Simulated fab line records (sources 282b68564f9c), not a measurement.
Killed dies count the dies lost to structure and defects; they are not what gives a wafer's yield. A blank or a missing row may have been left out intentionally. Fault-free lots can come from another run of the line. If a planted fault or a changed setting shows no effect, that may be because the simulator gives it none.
Check of tool commonality	flow ritCmos	13 lots, 42 wafers sampled

## REASON FOR OPENING
RIT_SPACER_THK_MEAS_04, reading SPACER_NITRIDE_THK: flagged on 1 of 13 lots. Fault-free wafers read 249.9 nm, with a standard deviation of 2.1.
Rule: a lot is flagged when every wafer of it that has a number lies more than 4 standard deviations from that mean, or none has a number. The other lots count as sound.

lot	measured	on	SPACER_NITRIDE_THK (nm), wafer by wafer	flag
L143	day 2 22:25	filmMetro-02	249.2 251.4 250.4	
L144	day 3 02:34	filmMetro-02	251.1 250.4 252.6	
L145	day 3 08:38	filmMetro-01	253.0 248.4 249.5	
L146	day 3 15:10	filmMetro-04	248.0 251.3 250.8	
L148	day 3 23:35	filmMetro-01	252.7 253.1 253.9	
L149	day 4 04:24	filmMetro-02	246.3 248.5 248.7	
L152	day 5 00:05	filmMetro-02	415.1 415.8 415.1 415.1 415.9 415.3	FLAGGED
L155	day 5 13:57	filmMetro-01	250.6 249.5 247.9	
L156	day 6 02:38	filmMetro-02	250.0 247.5 248.9	
L157	day 6 06:19	filmMetro-01	248.8 248.4 249.4	
L159	day 6 10:46	filmMetro-04	248.6 249.5 252.0	
L158	day 6 10:47	filmMetro-02	247.0 247.8 247.7	
L160	day 6 17:40	filmMetro-02	250.1 248.1 247.9	
The numbers of the flagged lots are 415.4 nm on average: +165.5 nm against the usual, or +79 standard deviations.

## LOT BY LOT: THE TOOL USED
The record keeps 1 process step preceding the reading, out of 202 steps on the route. Read each cell as the tool, then ch plus the chambers that the sampled wafers visited, then the start.
lot	flag	RIT_SPACER_CVD_03
L143		lpcvd-01 ch 1, day 2 20:29
L144		lpcvd-01 ch 0, day 3 00:38
L145		lpcvd-01 ch 1, day 3 06:42
L146		lpcvd-01 ch 0, day 3 13:14
L148		lpcvd-01 ch 1, day 3 21:41
L149		lpcvd-02 ch 0, day 4 01:29
L152	FLAGGED	lpcvd-02 ch 0, day 4 21:12
L155		lpcvd-02 ch 1, day 5 11:04
L156		lpcvd-01 ch 1, day 6 00:43
L157		lpcvd-01 ch 1, day 6 04:23
L159		lpcvd-01 ch 0, day 6 08:52
L158		lpcvd-01 ch 1, day 6 08:52
L160		lpcvd-01 ch 1, day 6 15:44
What the steps here do:
- RIT_SPACER_CVD_03: deposits Si3N4 from SiH2Cl2/NH3, target thk 250 nm, time 3300 s.
- RIT_SPACER_THK_MEAS_04

## FLAGGED OVER TOTAL, TOOL BY TOOL (the gauges that took the reading come last)
step	tool	lots run	flagged	share of the flagged lots	sound lots run after its first flagged lot
RIT_SPACER_CVD_03	lpcvd-01	10	0	none	-
RIT_SPACER_CVD_03	lpcvd-02	3	1	all	1 (L155)
RIT_SPACER_THK_MEAS_04	filmMetro-01	4	0	none	-
RIT_SPACER_THK_MEAS_04	filmMetro-02	7	1	all	3 (L156,L158,L160)
RIT_SPACER_THK_MEAS_04	filmMetro-04	2	0	none	-

## WHAT THE TABLE ALLOWS
Rows of the table that ran all the flagged lots, 2 in number: lpcvd-02 at RIT_SPACER_CVD_03; filmMetro-02 at RIT_SPACER_THK_MEAS_04.
- lpcvd-02 at RIT_SPACER_CVD_03 ran 3 lots, 1 of them flagged. Sound lots followed the first flagged one (L155) on it, something a lasting fault affecting the whole tool could not allow. Its own readings (spikeTcCentreC, spikeTcLoadC, spikeTcSourceC, susceptorTempC) fall more than 4 standard deviations out on all wafers of the flagged lots.
- filmMetro-02 at RIT_SPACER_THK_MEAS_04 ran 7 lots, 1 of them flagged. Sound lots followed the first flagged one (L156, L158, L160) on it, something a lasting fault affecting the whole tool could not allow.
There is no row in the table that ran each flagged lot and no sound lot after the first.

## WHAT HAD BEEN PUT IN BY THE SIMULATOR
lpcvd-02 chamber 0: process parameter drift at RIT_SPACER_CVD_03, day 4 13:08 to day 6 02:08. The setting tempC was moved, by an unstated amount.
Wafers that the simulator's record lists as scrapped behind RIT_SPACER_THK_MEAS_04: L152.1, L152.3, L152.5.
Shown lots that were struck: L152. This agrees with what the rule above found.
